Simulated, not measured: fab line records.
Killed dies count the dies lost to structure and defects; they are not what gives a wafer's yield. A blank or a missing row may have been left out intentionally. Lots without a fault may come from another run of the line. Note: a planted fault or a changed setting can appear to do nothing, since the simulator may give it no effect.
What tool caused it? ; flow ritCmos ; 14 lots, 42 wafers sampled, at 3 steps of a route of 202

== WHAT THE GAUGES READ, wafer by wafer ==
RIT_CONTACT_CD_MEAS_90 targets a cd of 1000 nm.
lot;measured;on;cdNm (nm)
L573;day 3 07:27;cdSem-01;1002.5 1002.4 1001.5
L574;day 3 09:30;cdSem-01;999.6 1002.4 1002.8
L575;day 3 13:38;cdSem-01;1005.4 1004.6 1005.9
L576;day 3 19:17;cdSem-01;1000.9 1001.0 998.4
L577;day 3 23:45;cdSem-01;994.7 998.3 998.1
L578;day 4 07:21;cdSem-02;1000.8 999.1 998.9
L579;day 4 10:37;cdSem-01;998.8 1001.1 1001.6
L581;day 4 19:46;cdSem-01;999.8 1000.4 999.4
L582;day 5 00:53;cdSem-01;1000.4 1001.4 998.4
L585;day 5 19:56;cdSem-02;998.4 997.1 996.9
L588;day 6 08:41;cdSem-02;1000.4 1001.3 1001.2
L590;day 6 18:29;cdSem-02;1001.6 1003.8 1000.5
L591;day 6 22:13;cdSem-02;1000.8 999.4 999.0
L592;day 7 04:21;cdSem-02;999.5 1000.6 1000.9

== WHICH TOOL RAN EACH LOT (tool, then ch and the chambers of the sampled wafers, then the start) ==
lot;RIT_NSD_STRIP_09;RIT_CONTACT_STRIP_12
L573;plasmaAsher-01 ch 0,1, day 3 02:24;plasmaAsher-01 ch 0,1, day 3 07:17
L574;plasmaAsher-01 ch 0,1, day 3 04:29;plasmaAsher-02 ch 0,1, day 3 09:20
L575;plasmaAsher-04 ch 0,1, day 3 08:35;plasmaAsher-01 ch 0,1, day 3 13:28
L576;plasmaAsher-02 ch 0,1, day 3 14:02;plasmaAsher-01 ch 0,1, day 3 19:07
L577;plasmaAsher-02 ch 0,1, day 3 18:34;plasmaAsher-01 ch 0,1, day 3 23:33
L578;plasmaAsher-01 ch 0,1, day 4 02:16;plasmaAsher-01 ch 0,1, day 4 07:11
L579;plasmaAsher-02 ch 0,1, day 4 05:32;plasmaAsher-02 ch 0,1, day 4 10:25
L581;plasmaAsher-02 ch 0,1, day 4 14:28;plasmaAsher-02 ch 0,1, day 4 19:36
L582;plasmaAsher-04 ch 0,1, day 4 20:02;plasmaAsher-01 ch 0,1, day 5 00:43
L585;plasmaAsher-01 ch 0,1, day 5 14:59;plasmaAsher-03 ch 0,1, day 5 19:45
L588;plasmaAsher-02 ch 0,1, day 6 03:43;plasmaAsher-02 ch 0,1, day 6 08:32
L590;plasmaAsher-04 ch 0,1, day 6 13:23;plasmaAsher-01 ch 0,1, day 6 18:19
L591;plasmaAsher-04 ch 0,1, day 6 16:58;plasmaAsher-03 ch 0,1, day 6 22:03
L592;plasmaAsher-01 ch 1, day 6 23:14;plasmaAsher-01 ch 0,1, day 7 04:09
- RIT_NSD_STRIP_09: strips in O2, time 180 s.
- RIT_CONTACT_STRIP_12: strips in O2, time 180 s.

== AS READ BY THE TOOLS THEMSELVES (means over the sampled wafers that have a number; for cases with no such wafer, the mark the record gives instead) ==
RIT_NSD_STRIP_09.
lot;tool;drypumpMotorCurrentA (A)
L573;plasmaAsher-01;5.1
L574;plasmaAsher-01;5.1
L575;plasmaAsher-04;5.8
L576;plasmaAsher-02;5.9
L577;plasmaAsher-02;5.5
L578;plasmaAsher-01;5.4
L579;plasmaAsher-02;5.9
L581;plasmaAsher-02;5.9
L582;plasmaAsher-04;5.6
L585;plasmaAsher-01;5.4
L588;plasmaAsher-02;5.5
L590;plasmaAsher-04;5.6
L591;plasmaAsher-04;5.8
L592;plasmaAsher-01;5.8

RIT_CONTACT_STRIP_12.
lot;tool;drypumpMotorCurrentA (A)
L573;plasmaAsher-01;5.4
L574;plasmaAsher-02;5.9
L575;plasmaAsher-01;5.4
L576;plasmaAsher-01;5.1
L577;plasmaAsher-01;5.1
L578;plasmaAsher-01;5.1
L579;plasmaAsher-02;5.5
L581;plasmaAsher-02;5.9
L582;plasmaAsher-01;5.5
L585;plasmaAsher-03;5.4
L588;plasmaAsher-02;5.9
L590;plasmaAsher-01;5.1
L591;plasmaAsher-03;5.7
L592;plasmaAsher-01;5.4

== THE ANSWER, worked out from the rows above alone ==
Rule: the usual values come from the lots themselves. Put in order of their means at a reading, lots are off if they are a third of the lots or fewer, leave a main group of 4 or more, and stand apart from it by a gap of 3 or more times the standard deviation of the main group's means; of several such gaps the widest counts. If all means in a main group match to the digits the tables above print for the reading, that group is not used. A lot without any number at a reading at which 4 lots or more have one is off too. Any other lot the step has rows for is counted as sound. First the gauges in route order, then the tools' own readings, where a lot's mean is used as printed above. At the first step where some lot is off, the reading lying furthest off is the one used; lots without a number count as furthest.
Across all readings shown, no lot is off: no conclusion can be drawn from this.

== WHAT WAS PUT IN BY THE SIMULATOR ==
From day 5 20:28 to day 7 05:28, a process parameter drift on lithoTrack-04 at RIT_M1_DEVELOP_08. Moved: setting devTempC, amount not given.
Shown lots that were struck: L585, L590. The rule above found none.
